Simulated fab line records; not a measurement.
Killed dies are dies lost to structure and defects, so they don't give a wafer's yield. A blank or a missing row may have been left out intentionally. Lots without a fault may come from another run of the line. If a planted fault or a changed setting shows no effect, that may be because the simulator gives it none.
Which tool was responsible? || flow berkeley-cmos170 || Sampling: 14 lots, 42 wafers, 5 of 331 route steps

WHAT EACH GAUGE READ, for each wafer
UCB170_V2_OVL_MEAS_13.
{"lot": "L494", "measured": "day 7 11:28", "on": "overlay-02", "V2_OVL (nm)": "0 -4 -5"}
{"lot": "L495", "measured": "day 7 11:44", "on": "overlay-02", "V2_OVL (nm)": "-1 -8 -10"}
{"lot": "L498", "measured": "day 8 03:10", "on": "overlay-02", "V2_OVL (nm)": "-6 -3 -4"}
{"lot": "L497", "measured": "day 8 03:26", "on": "overlay-02", "V2_OVL (nm)": "-8 2 -2"}
{"lot": "L499", "measured": "day 8 17:25", "on": "overlay-02", "V2_OVL (nm)": "-12 -5 -15"}
{"lot": "L500", "measured": "day 8 17:44", "on": "overlay-02", "V2_OVL (nm)": "2 4 0"}
{"lot": "L503", "measured": "day 9 18:43", "on": "overlay-01", "V2_OVL (nm)": "-12 -7 -5"}
{"lot": "L504", "measured": "day 9 21:10", "on": "overlay-02", "V2_OVL (nm)": "-13 -10 -12"}
{"lot": "L505", "measured": "day 10 01:25", "on": "overlay-01", "V2_OVL (nm)": "-1 6 -3"}
{"lot": "L506", "measured": "day 10 01:35", "on": "overlay-02", "V2_OVL (nm)": "-4 1 -6"}
{"lot": "L507", "measured": "day 10 15:56", "on": "overlay-02", "V2_OVL (nm)": "1 -2 -4"}
{"lot": "L508", "measured": "day 10 16:48", "on": "overlay-02", "V2_OVL (nm)": "-9 -4 -10"}
{"lot": "L511", "measured": "day 11 04:29", "on": "overlay-02", "V2_OVL (nm)": "2 0 -4"}
{"lot": "L517", "measured": "day 12 20:49", "on": "overlay-01", "V2_OVL (nm)": "-7 -5 -13"}

UCB170_V2_CD_MEAS_90 targets a cd of 700 nm.
{"lot": "L494", "measured": "day 7 11:47", "on": "cd-sem-02", "cd-nm (nm)": "701.4 700.9 701.4"}
{"lot": "L495", "measured": "day 7 12:04", "on": "cd-sem-02", "cd-nm (nm)": "700.1 699.8 697.3"}
{"lot": "L498", "measured": "day 8 03:29", "on": "cd-sem-01", "cd-nm (nm)": "702.0 702.2 700.9"}
{"lot": "L497", "measured": "day 8 03:46", "on": "cd-sem-02", "cd-nm (nm)": "699.3 698.2 698.3"}
{"lot": "L499", "measured": "day 8 17:44", "on": "cd-sem-01", "cd-nm (nm)": "699.0 698.4 700.0"}
{"lot": "L500", "measured": "day 8 18:03", "on": "cd-sem-02", "cd-nm (nm)": "699.7 698.4 700.0"}
{"lot": "L503", "measured": "day 9 19:01", "on": "cd-sem-01", "cd-nm (nm)": "701.9 702.2 702.1"}
{"lot": "L504", "measured": "day 9 21:29", "on": "cd-sem-01", "cd-nm (nm)": "700.1 700.3 699.9"}
{"lot": "L505", "measured": "day 10 01:44", "on": "cd-sem-02", "cd-nm (nm)": "702.0 699.9 701.4"}
{"lot": "L506", "measured": "day 10 01:53", "on": "cd-sem-02", "cd-nm (nm)": "699.0 698.3 699.3"}
{"lot": "L507", "measured": "day 10 16:15", "on": "cd-sem-02", "cd-nm (nm)": "698.9 699.1 698.2"}
{"lot": "L508", "measured": "day 10 17:08", "on": "cd-sem-02", "cd-nm (nm)": "700.9 700.4 700.4"}
{"lot": "L511", "measured": "day 11 04:48", "on": "cd-sem-02", "cd-nm (nm)": "702.3 702.3 701.1"}
{"lot": "L517", "measured": "day 12 21:10", "on": "cd-sem-01", "cd-nm (nm)": "700.3 698.5 701.3"}

UCB170_M3_RS_MEAS_02: a four-point-probe measurement.
{"lot": "L494", "measured": "day 7 12:04", "on": "film-metro-03", "M3_AL_RS (ohm/sq)": "0.0328 0.0324 0.0328"}
{"lot": "L495", "measured": "day 7 12:20", "on": "film-metro-01", "M3_AL_RS (ohm/sq)": "0.0316 0.0324 0.0316"}
{"lot": "L498", "measured": "day 8 03:45", "on": "film-metro-01", "M3_AL_RS (ohm/sq)": "0.0321 0.0319 0.0319"}
{"lot": "L497", "measured": "day 8 04:02", "on": "film-metro-04", "M3_AL_RS (ohm/sq)": "0.0324 0.0325 0.0322"}
{"lot": "L499", "measured": "day 8 18:00", "on": "film-metro-04", "M3_AL_RS (ohm/sq)": "0.0318 0.0318 0.0322"}
{"lot": "L500", "measured": "day 8 18:19", "on": "film-metro-01", "M3_AL_RS (ohm/sq)": "0.0322 0.0321 0.0320"}
{"lot": "L503", "measured": "day 9 19:17", "on": "film-metro-03", "M3_AL_RS (ohm/sq)": "0.0327 0.0328 0.0327"}
{"lot": "L504", "measured": "day 9 21:45", "on": "film-metro-04", "M3_AL_RS (ohm/sq)": "0.0323 0.0323 0.0321"}
{"lot": "L505", "measured": "day 10 02:00", "on": "film-metro-04", "M3_AL_RS (ohm/sq)": "0.0327 0.0329 0.0328"}
{"lot": "L506", "measured": "day 10 02:10", "on": "film-metro-03", "M3_AL_RS (ohm/sq)": "0.0526 0.0539 0.0521"}
{"lot": "L507", "measured": "day 10 16:31", "on": "film-metro-01", "M3_AL_RS (ohm/sq)": "0.0519 0.0525 0.0530"}
{"lot": "L508", "measured": "day 10 17:26", "on": "film-metro-03", "M3_AL_RS (ohm/sq)": "0.0320 0.0325 0.0318"}
{"lot": "L511", "measured": "day 11 05:04", "on": "film-metro-03", "M3_AL_RS (ohm/sq)": "0.0324 0.0322 0.0319"}
{"lot": "L517", "measured": "day 12 21:26", "on": "film-metro-04", "M3_AL_RS (ohm/sq)": "0.0319 0.0317 0.0319"}

UCB170_M3_THK_MEAS_03: measures by xrf.
{"lot": "L494", "measured": "day 7 12:10", "on": "film-metro-03", "M3_AL_THK (nm)": "875 888 875"}
{"lot": "L495", "measured": "day 7 12:26", "on": "film-metro-01", "M3_AL_THK (nm)": "921 898 920"}
{"lot": "L498", "measured": "day 8 03:52", "on": "film-metro-01", "M3_AL_THK (nm)": "908 917 912"}
{"lot": "L497", "measured": "day 8 04:09", "on": "film-metro-04", "M3_AL_THK (nm)": "899 893 900"}
{"lot": "L499", "measured": "day 8 18:07", "on": "film-metro-04", "M3_AL_THK (nm)": "916 912 903"}
{"lot": "L500", "measured": "day 8 18:26", "on": "film-metro-01", "M3_AL_THK (nm)": "906 910 907"}
{"lot": "L503", "measured": "day 9 19:25", "on": "film-metro-03", "M3_AL_THK (nm)": "888 880 884"}
{"lot": "L504", "measured": "day 9 21:52", "on": "film-metro-04", "M3_AL_THK (nm)": "896 905 906"}
{"lot": "L505", "measured": "day 10 02:07", "on": "film-metro-04", "M3_AL_THK (nm)": "891 890 894"}
{"lot": "L506", "measured": "day 10 02:17", "on": "film-metro-03", "M3_AL_THK (nm)": "552 541 559"}
{"lot": "L507", "measured": "day 10 16:38", "on": "film-metro-01", "M3_AL_THK (nm)": "566 558 552"}
{"lot": "L508", "measured": "day 10 17:32", "on": "film-metro-03", "M3_AL_THK (nm)": "905 891 909"}
{"lot": "L511", "measured": "day 11 05:11", "on": "film-metro-03", "M3_AL_THK (nm)": "889 896 901"}
{"lot": "L517", "measured": "day 12 21:32", "on": "film-metro-04", "M3_AL_THK (nm)": "911 913 909"}

WHICH TOOL RAN EACH LOT (tool, then ch and the chambers of the sampled wafers, then the start)
{"lot": "L494", "UCB170_M3_SPUTTER_01": "pvd-sputter-04, day 7 11:57"}
{"lot": "L495", "UCB170_M3_SPUTTER_01": "pvd-sputter-02, day 7 12:14"}
{"lot": "L498", "UCB170_M3_SPUTTER_01": "pvd-sputter-02, day 8 03:40"}
{"lot": "L497", "UCB170_M3_SPUTTER_01": "pvd-sputter-01, day 8 03:56"}
{"lot": "L499", "UCB170_M3_SPUTTER_01": "pvd-sputter-02, day 8 17:55"}
{"lot": "L500", "UCB170_M3_SPUTTER_01": "pvd-sputter-01, day 8 18:14"}
{"lot": "L503", "UCB170_M3_SPUTTER_01": "pvd-sputter-04, day 9 19:13"}
{"lot": "L504", "UCB170_M3_SPUTTER_01": "pvd-sputter-04, day 9 21:40"}
{"lot": "L505", "UCB170_M3_SPUTTER_01": "pvd-sputter-04, day 10 01:55"}
{"lot": "L506", "UCB170_M3_SPUTTER_01": "pvd-sputter-02, day 10 02:05"}
{"lot": "L507", "UCB170_M3_SPUTTER_01": "pvd-sputter-02, day 10 16:26"}
{"lot": "L508", "UCB170_M3_SPUTTER_01": "pvd-sputter-01, day 10 17:17"}
{"lot": "L511", "UCB170_M3_SPUTTER_01": "pvd-sputter-01, day 11 04:58"}
{"lot": "L517", "UCB170_M3_SPUTTER_01": "pvd-sputter-01, day 12 21:19"}
- UCB170_M3_SPUTTER_01: material Al, target thk 900 nm, time 120 s.

WHAT THE TOOLS THEMSELVES READ (means of the sampled wafers that have a number; where no wafer has one, the mark that the record gives instead)
UCB170_M3_SPUTTER_01.
{"lot": "L494", "tool": "pvd-sputter-04", "cathode-dc-power-W (W)": 5999.3, "throttle-valve-pct (%)": 31.1}
{"lot": "L495", "tool": "pvd-sputter-02", "cathode-dc-power-W (W)": 6000.2, "throttle-valve-pct (%)": 30.2}
{"lot": "L498", "tool": "pvd-sputter-02", "cathode-dc-power-W (W)": 6000.4, "throttle-valve-pct (%)": 30.0}
{"lot": "L497", "tool": "pvd-sputter-01", "cathode-dc-power-W (W)": 6000.0, "throttle-valve-pct (%)": 29.7}
{"lot": "L499", "tool": "pvd-sputter-02", "cathode-dc-power-W (W)": 6000.1, "throttle-valve-pct (%)": 30.4}
{"lot": "L500", "tool": "pvd-sputter-01", "cathode-dc-power-W (W)": 6000.3, "throttle-valve-pct (%)": 29.7}
{"lot": "L503", "tool": "pvd-sputter-04", "cathode-dc-power-W (W)": 6000.1, "throttle-valve-pct (%)": 30.2}
{"lot": "L504", "tool": "pvd-sputter-04", "cathode-dc-power-W (W)": 6001.3, "throttle-valve-pct (%)": 29.9}
{"lot": "L505", "tool": "pvd-sputter-04", "cathode-dc-power-W (W)": 6000.1, "throttle-valve-pct (%)": 29.2}
{"lot": "L506", "tool": "pvd-sputter-02", "cathode-dc-power-W (W)": 3663.7, "throttle-valve-pct (%)": 30.6}
{"lot": "L507", "tool": "pvd-sputter-02", "cathode-dc-power-W (W)": 3663.7, "throttle-valve-pct (%)": 29.9}
{"lot": "L508", "tool": "pvd-sputter-01", "cathode-dc-power-W (W)": 6000.1, "throttle-valve-pct (%)": 29.9}
{"lot": "L511", "tool": "pvd-sputter-01", "cathode-dc-power-W (W)": 5999.8, "throttle-valve-pct (%)": 29.8}
{"lot": "L517", "tool": "pvd-sputter-01", "cathode-dc-power-W (W)": 5998.5, "throttle-valve-pct (%)": 29.0}

THE ANSWER, worked out from the rows above alone
Rule: the lots themselves supply what counts as usual. The widest of any qualifying gaps counts: lots, ordered by their means at a reading, are off when they make up no more than a third of the lots, leave a main group of 4 or more, and stand apart from it by 3 or more times the standard deviation of that group's means. Not used: any main group whose means are identical at the precision the tables above print for the reading. Also off: a lot with no number at a reading for which 4 or more lots have one. The other lots that the step has rows for count as sound. After the gauges, taken in route order, come the tools' own readings; for these a lot's mean is taken, as printed above. The first step at which some lot is off is used, and at that step the reading that is off furthest; a lot without a number counts as furthest.
Off: at UCB170_M3_RS_MEAS_02 (M3_AL_RS), L506, L507. The main group: mean 0.0322 ohm/sq, standard deviation 0.00033.
A tool fits if, at a process step before that reading, it ran every lot that is off, and no sound lot after the first of them. The gauges at UCB170_M3_RS_MEAS_02 aren't tried: what is off there is off at UCB170_M3_SPUTTER_01 too, on other tools, and a gauge's error can't cause that. One fits: UCB170_M3_SPUTTER_01 on pvd-sputter-02. A fault onset in the window from L499 (day 8 17:55, its last sound lot) to L506 (day 10 02:05, its first lot off) fits.
On the lots that are off, the tool's own readings at UCB170_M3_SPUTTER_01 differ by more than 5 times the standard deviation of the sound lots' means, which bears it out; cathode-dc-power-W reads 3663.7 W there versus 6000.0 W on the sound lots.

WHAT THE SIMULATOR HAD PUT IN
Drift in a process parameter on pvd-sputter-02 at UCB170_M3_SPUTTER_01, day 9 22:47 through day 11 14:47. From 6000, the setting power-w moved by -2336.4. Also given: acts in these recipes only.
Lots struck among those shown: L506, L507. The same result came from the rule above.
